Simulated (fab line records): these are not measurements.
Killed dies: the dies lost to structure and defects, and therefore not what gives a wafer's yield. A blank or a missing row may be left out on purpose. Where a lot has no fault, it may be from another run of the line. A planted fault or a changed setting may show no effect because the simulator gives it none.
Split-lot experiment	flow berkeley_cmos170	route with 331 steps; 5 lots, 23 wafers read

## THE SPLIT ITSELF
At UCB170_FIELD_OXIDATION_01 (target thk 558.3 nm, ox time 7200 s), the setting temp_c was moved away from the recipe's 1000 C on 20 of the 23 wafers read, by -1.8% to +2.7%. For the rest of the wafers, this setting stayed at what the recipe calls for.

## FROM THE SPLIT TO THE READING: what the file shows between them, 9 steps
- UCB170_FIELD_THK_MEAS_02
- UCB170_FIELD_ANNEAL_03: time 1200 s
- UCB170_FIELD_WET_ETCH_04: etches SiO2 in dHF, time 60 s
- UCB170_FIELD_WET_ETCH_05: etches Si3N4 in H3PO4, time 12600 s
- UCB170_FIELD_WET_ETCH_06: etches SiO2 in BOE, time 22 s
- UCB170_FIELD_THK_MEAS_90
- UCB170_PVT_IMPLANT_07 (also split here: tilt_deg)
- UCB170_PVT_STRIP_08: strips in O2
- UCB170_GATE_WET_ETCH_00: etches SiO2 in dHF, time 200 s

## THE READING
FIELD_OXIDE_LEFT_2_THK at UCB170_FIELD_THK_MEAS_91, in nm. On this fab line, fault-free wafers typically give 350 nm with a standard deviation of 9 nm.

wafer	tool, chamber at the split	temp_c as run, C	against the recipe	FIELD_OXIDE_LEFT_2_THK, nm	against lot-mates on the recipe
L075.1	-, -	985.7	-1.4%	310	no lot-mate on the recipe
L075.2	-, -	985.7	-1.4%	319	no lot-mate on the recipe
L075.3	-, -	985.7	-1.4%	318	no lot-mate on the recipe
L075.4	-, -	985.7	-1.4%	315	no lot-mate on the recipe
L075.5	-, -	985.7	-1.4%	315	no lot-mate on the recipe
L076.1	-, -	981.8	-1.8%	293	no lot-mate on the recipe
L076.2	-, -	981.8	-1.8%	278	no lot-mate on the recipe
L076.3	-, -	981.8	-1.8%	290	no lot-mate on the recipe
L076.4	-, -	981.8	-1.8%	279	no lot-mate on the recipe
L076.5	-, -	981.8	-1.8%	286	no lot-mate on the recipe
L077.2	furnace-02, 0	1000	recipe	331	-
L077.4	furnace-02, 0	1000	recipe	336	-
L077.5	furnace-02, 0	1000	recipe	336	-
L078.2	-, -	988.5	-1.1%	308	no lot-mate on the recipe
L078.3	-, -	988.5	-1.1%	298	no lot-mate on the recipe
L078.4	-, -	988.5	-1.1%	307	no lot-mate on the recipe
L078.5	-, -	988.5	-1.1%	308	no lot-mate on the recipe
L078.6	-, -	988.5	-1.1%	298	no lot-mate on the recipe
L083.1	-, -	1027	+2.7%	448	no lot-mate on the recipe
L083.2	-, -	1027	+2.7%	438	no lot-mate on the recipe
L083.4	-, -	1027	+2.7%	447	no lot-mate on the recipe
L083.5	-, -	1027	+2.7%	447	no lot-mate on the recipe
L083.6	-, -	1027	+2.7%	453	no lot-mate on the recipe

FIT RESULTS
A straight line over all 23 wafers: FIELD_OXIDE_LEFT_2_THK changes by +34.5 nm for each +1% of temp_c; r = +0.98; the points scatter about the line by 11 nm.
Too few moved wafers with a lot-mate on the recipe to fit a line net of each lot's own level.

## THE WHOLE CHAIN: every reading that the file lists as answering this split, in the file's order
step	what it does	reading	change (the file's fit)	r (the file's)
UCB170_FIELD_OXIDATION_01	target thk 558.3 nm, ox time 7200 s	SiO2_of_FIELD_OXIDATION_01.thk_nm (the simulator's own value, which no gauge read)	+35.1 nm for each +1% of the setting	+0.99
UCB170_FIELD_THK_MEAS_02		FIELD_OXIDE_THK	+35 for each +1% of the setting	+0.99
UCB170_FIELD_THK_MEAS_90		FIELD_OXIDE_LEFT_1_THK	+34.8 for each +1% of the setting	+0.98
UCB170_FIELD_THK_MEAS_91		FIELD_OXIDE_LEFT_2_THK	+34.5 for each +1% of the setting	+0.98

## FILE'S OWN FIT
FIELD_OXIDE_LEFT_2_THK changes by +34.5 nm for each +1% of temp_c, r = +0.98.
